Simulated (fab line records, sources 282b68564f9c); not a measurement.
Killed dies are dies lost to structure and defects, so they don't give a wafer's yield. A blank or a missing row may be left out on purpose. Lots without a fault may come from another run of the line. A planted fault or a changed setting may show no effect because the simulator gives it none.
A struck lot beside a sound one | flow rit_cmos | 27 steps out of a route of 202
Sound: wafers L733.3, L733.4, L733.6. Struck: wafers L729.1, L729.3, L729.4. The cause comes at the end.
At each step with rows: each side's tool, then ch and its chambers, then its first start. Under that, the readings that differ: sound wafers | struck wafers | difference of the means | sigmas: that difference in standard deviations of wafers without a fault.
alike: readings whose means differ by less than 2 such deviations, and words and numbers that are the same on both sides. not compared: withheld readings, readings that some wafer has no value for, bounds like >300 that may hide the same value, and numbers for which the record gives no deviation and whose values overlap.
The two part at a step that has a row with sigmas, a row that says differs or no value, or rows on one side only. Numbers that don't overlap but have no deviation are shown without sigmas and don't part them. A reading that every wafer of one side lacks parts them only if that side has two wafers or more.

RIT_ACTIVE_BOW_MEAS_00:
  sound on film_metro-04, day 5 14:02; struck on film_metro-04, day 4 18:00
  alike: INCOMING_BOW
RIT_ACTIVE_OXIDATION_01: target thk 46.8 nm, ox time 3360 s.
  sound on furnace-01 ch 0, day 5 14:07; struck on furnace-04 ch 0, day 4 18:07
  reading                                       | sound             | struck            | difference | sigmas
  ox_time_s (s)                                 | 3360 3360 3360    | 2688 2688 2688    | -672       |
  model.SiO2_of_ACTIVE_OXIDATION_01.thk_nm (nm) | 45.78 46.32 46.77 | 41.11 40.68 40.88 | -5.40      |
  alike: ox_temp_c, spike_tc_source_C
RIT_ACTIVE_THK_MEAS_02:
  sound on film_metro-04, day 5 16:04; struck on film_metro-02, day 4 20:17
  reading               | sound          | struck         | difference | sigmas
  ACTIVE_OXIDE_THK (nm) | 45.8 46.3 46.7 | 41.2 40.7 40.9 | -5.3       | -6
  not compared: hold
RIT_ACTIVE_THK_MEAS_04:
  sound on film_metro-02, day 5 17:33; struck on film_metro-03, day 5 00:34
  alike: ACTIVE_NITRIDE_THK
then, 6 steps without rows for these wafers: RIT_ACTIVE_HMDS_05 (prime time 60 s); RIT_ACTIVE_COAT_06 (resist thk 984.4 nm); RIT_ACTIVE_SOFTBAKE_07 (time 60 s); RIT_ACTIVE_EXPOSE_08 (exposes mask M1, target cd 1400 nm); RIT_ACTIVE_PEB_09; RIT_ACTIVE_DEVELOP_10 (develop time 50 s).
RIT_ACTIVE_CD_MEAS_11: target cd 1400 nm.
  sound on cd_sem-01, day 5 18:36; struck on cd_sem-01, day 5 01:43
  alike: cd_nm
then, 1 step without rows for these wafers: RIT_ACTIVE_HARDBAKE_12 (time 60 s).
RIT_ACTIVE_ETCH_13: etches Si3N4 in SF6, stops on SiO2, time 210 s, target depth 210 nm.
  sound on rie_diel-04 ch 0,3, day 5 18:50; struck on rie_diel-01 ch 0,2,3, day 5 01:59
  alike: drypump_motor_current_A, oes_product_au, throttle_valve_pct
  not compared: rf_hours_counter_h
RIT_ACTIVE_STRIP_14: strips in O2, time 180 s.
  sound on plasma_asher-01 ch 0,1, day 5 19:02; struck on plasma_asher-02 ch 0,1, day 5 02:08
  alike: drypump_motor_current_A
  not compared: rf_hours_counter_h
RIT_ACTIVE_CD_MEAS_90: target cd 1400 nm.
  sound on cd_sem-02, day 5 19:11; struck on cd_sem-01, day 5 02:18
  alike: cd_nm
then, 4 steps without rows for these wafers: RIT_ACTIVE_CLEAN_15 (cleans in SC1, time 600 s); RIT_ACTIVE_CLEAN_16 (cleans in dHF, time 30 s); RIT_ACTIVE_CLEAN_17 (cleans in SC2, time 600 s); RIT_FOX1_OXIDATION_00 (target thk 350.7 nm, ox time 1130 s).
RIT_FOX1_THK_MEAS_01:
  sound on film_metro-01, day 5 21:30; struck on film_metro-01, day 5 04:57
  alike: FOX1_OXIDE_THK
then, 2 steps without rows for these wafers: RIT_FOX1_WET_ETCH_02 (etches SiO2 in BOE, target depth 350 nm, time 390 s); RIT_FOX2_OXIDATION_00 (target thk 350.7 nm, ox time 1130 s).
RIT_FOX2_THK_MEAS_01:
  sound on film_metro-04, day 5 22:59; struck on film_metro-03, day 5 07:17
  alike: FOX2_OXIDE_THK
then, 1 step without rows for these wafers: RIT_FOX2_CLEAN_02 (cleans in dHF, time 180 s).
RIT_FOX2_WET_ETCH_03: etches Si3N4 in H3PO4, target depth 195 nm, time 2700 s.
  sound on wet_bench-02 ch 3, day 5 23:05; struck on wet_bench-02 ch 3, day 5 07:25
  reading                                       | sound             | struck            | difference | sigmas
  model.SiO2_of_ACTIVE_OXIDATION_01.thk_nm (nm) | 40.61 40.89 41.46 | 34.91 35.88 36.32 | -5.28      |
RIT_FOX2_THK_MEAS_90:
  sound on film_metro-03, day 5 23:52; struck on film_metro-01, day 5 08:19
  alike: FIELD_OXIDE_LEFT_1_THK
RIT_M1_PROBE_99:
  sound on prober-02, day 7 13:39; struck on prober-02, day 7 01:55
  alike: killed_at_contacts, killed_at_front_end, killed_dies, killed_open, killed_short

WHERE THEY PART
Only at RIT_ACTIVE_THK_MEAS_02, within this record. Later steps at which nothing parts them and some readings are alike: RIT_ACTIVE_THK_MEAS_04, RIT_ACTIVE_CD_MEAS_11, RIT_ACTIVE_ETCH_13, RIT_ACTIVE_STRIP_14, RIT_ACTIVE_CD_MEAS_90, RIT_FOX1_THK_MEAS_01, RIT_FOX2_THK_MEAS_01, RIT_FOX2_THK_MEAS_90, RIT_M1_PROBE_99.

WHY: what the simulator had put in
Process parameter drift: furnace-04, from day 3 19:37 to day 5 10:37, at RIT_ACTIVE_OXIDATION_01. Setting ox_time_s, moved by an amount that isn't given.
